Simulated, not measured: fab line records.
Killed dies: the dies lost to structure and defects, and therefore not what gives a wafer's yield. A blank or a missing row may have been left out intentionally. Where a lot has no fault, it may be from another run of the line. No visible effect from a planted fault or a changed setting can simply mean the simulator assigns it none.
A single fault, viewed from 2 desks + flow rit_cmos + every desk sees just its own numbers, and what lay behind them comes last

== THE METROLOGY DESK ==
What the gauges read for every lot (on any tool): the sampled wafers with a number, averaged. If a lot's mean is further than 4 standard deviations from the usual mean, the lot is out of limits and carries the mark OUT (the distance appears in the brackets).
Columns: A = ACTIVE_NITRIDE_THK at RIT_ACTIVE_THK_MEAS_04, usual 150.4 nm
| lot  | first seen here | A               |
|------|-----------------|-----------------|
| L974 | day 1 15:59     | 151.2           |
| L975 | day 1 19:19     | 151.2           |
| L976 | day 1 23:32     | 148.4           |
| L977 | day 2 04:34     | 152.4           |
| L980 | day 2 20:20     | 150.6           |
| L981 | day 3 02:22     | 151.0           |
| L982 | day 3 05:53     | 149.6           |
| L983 | day 3 12:07     | 195.2 (+32) OUT |
| L985 | day 3 21:00     | 198.2 (+34) OUT |
| L993 | day 5 13:06     | 148.1           |
| L994 | day 5 20:50     | 149.6           |
| L995 | day 5 22:46     | 148.1           |
| L996 | day 6 07:18     | 150.4           |
| L997 | day 6 14:20     | 152.7           |
Finding of this desk: L983, L985 out of limits, first seen on L983 at day 3 12:07 (ACTIVE_NITRIDE_THK at RIT_ACTIVE_THK_MEAS_04). L974, L975, L976, L977, L980, L981, L982, L993, L994, L995, L996, L997 stayed within limits.

== AT THE TOOL OWNER'S DESK: lpcvd-01 ==
The tool's own readings at RIT_ACTIVE_CVD_03 (deposits Si3N4 from SiH2Cl2/NH3, target thk 150 nm, time 1500 s): means of the sampled wafers that have a number, for each lot that ran on this tool. If a lot's mean is further than 4 standard deviations from the usual mean, the lot is out of limits and carries the mark OUT (the distance appears in the brackets).
Columns: A = spike_tc_centre_C at RIT_ACTIVE_CVD_03, usual 811.3 C; B = spike_tc_load_C at RIT_ACTIVE_CVD_03, usual 835.4 C; C = spike_tc_source_C at RIT_ACTIVE_CVD_03, usual 830.4 C; D = susceptor_temp_C at RIT_ACTIVE_CVD_03, usual 810.0 C; E = zone_power_source_pct at RIT_ACTIVE_CVD_03, usual 21.4 %
| lot  | first seen here | A                | B                | C                | D               | E    |
|------|-----------------|------------------|------------------|------------------|-----------------|------|
| L974 | day 1 14:34     | 809.6            | 835.9            | 829.0            | 809.9           | 21.7 |
| L975 | day 1 17:54     | 813.2            | 835.3            | 831.0            | 810.5           | 24.4 |
| L976 | day 1 22:07     | 810.1            | 835.2            | 829.9            | 810.2           | 21.7 |
| L977 | day 2 03:07     | 813.5            | 835.8            | 833.1            | 810.2           | 24.4 |
| L980 | day 2 18:53     | 810.6            | 835.4            | 830.3            | 809.8           | 21.5 |
| L981 | day 3 00:57     | 809.7            | 835.9            | 830.0            | 810.0           | 21.4 |
| L982 | day 3 04:28     | 809.6            | 835.5            | 829.2            | 810.3           | 21.3 |
| L983 | day 3 10:42     | 824.3 (+7.2) OUT | 851.4 (+5.9) OUT | 845.1 (+8.6) OUT | 825.2 (+49) OUT | 22.4 |
| L985 | day 3 19:34     | 829.8 (+10) OUT  | 849.7 (+5.3) OUT | 846.5 (+9.5) OUT | 825.0 (+48) OUT | 25.5 |
| L996 | day 6 05:53     | 813.3            | 835.1            | 832.6            | 809.8           | 24.3 |
| L997 | day 6 12:54     | 809.5            | 835.9            | 829.6            | 809.9           | 21.1 |
Finding of this desk: L983, L985 out of limits; the first was L983 at day 3 10:42, on spike_tc_centre_C at RIT_ACTIVE_CVD_03. L974, L975, L976, L977, L980, L981, L982, L996, L997 stayed within limits.

== TAKEN TOGETHER ==
On L983, L985, at day 3 10:42, an alarm was possible from the tool owner's desk.
The metrology desk could have raised an alarm at day 3 12:07, on L983, L985.
All the named lots went through RIT_ACTIVE_CVD_03 on lpcvd-01.

== WHAT WAS PUT IN BY THE SIMULATOR ==
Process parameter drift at RIT_ACTIVE_CVD_03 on lpcvd-01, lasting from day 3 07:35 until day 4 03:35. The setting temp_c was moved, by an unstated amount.
Shown lots that were struck: L983, L985.
Time in hours from fault onset to the first out-of-limits reading at each desk: tool owner's desk 3, metrology desk 5.
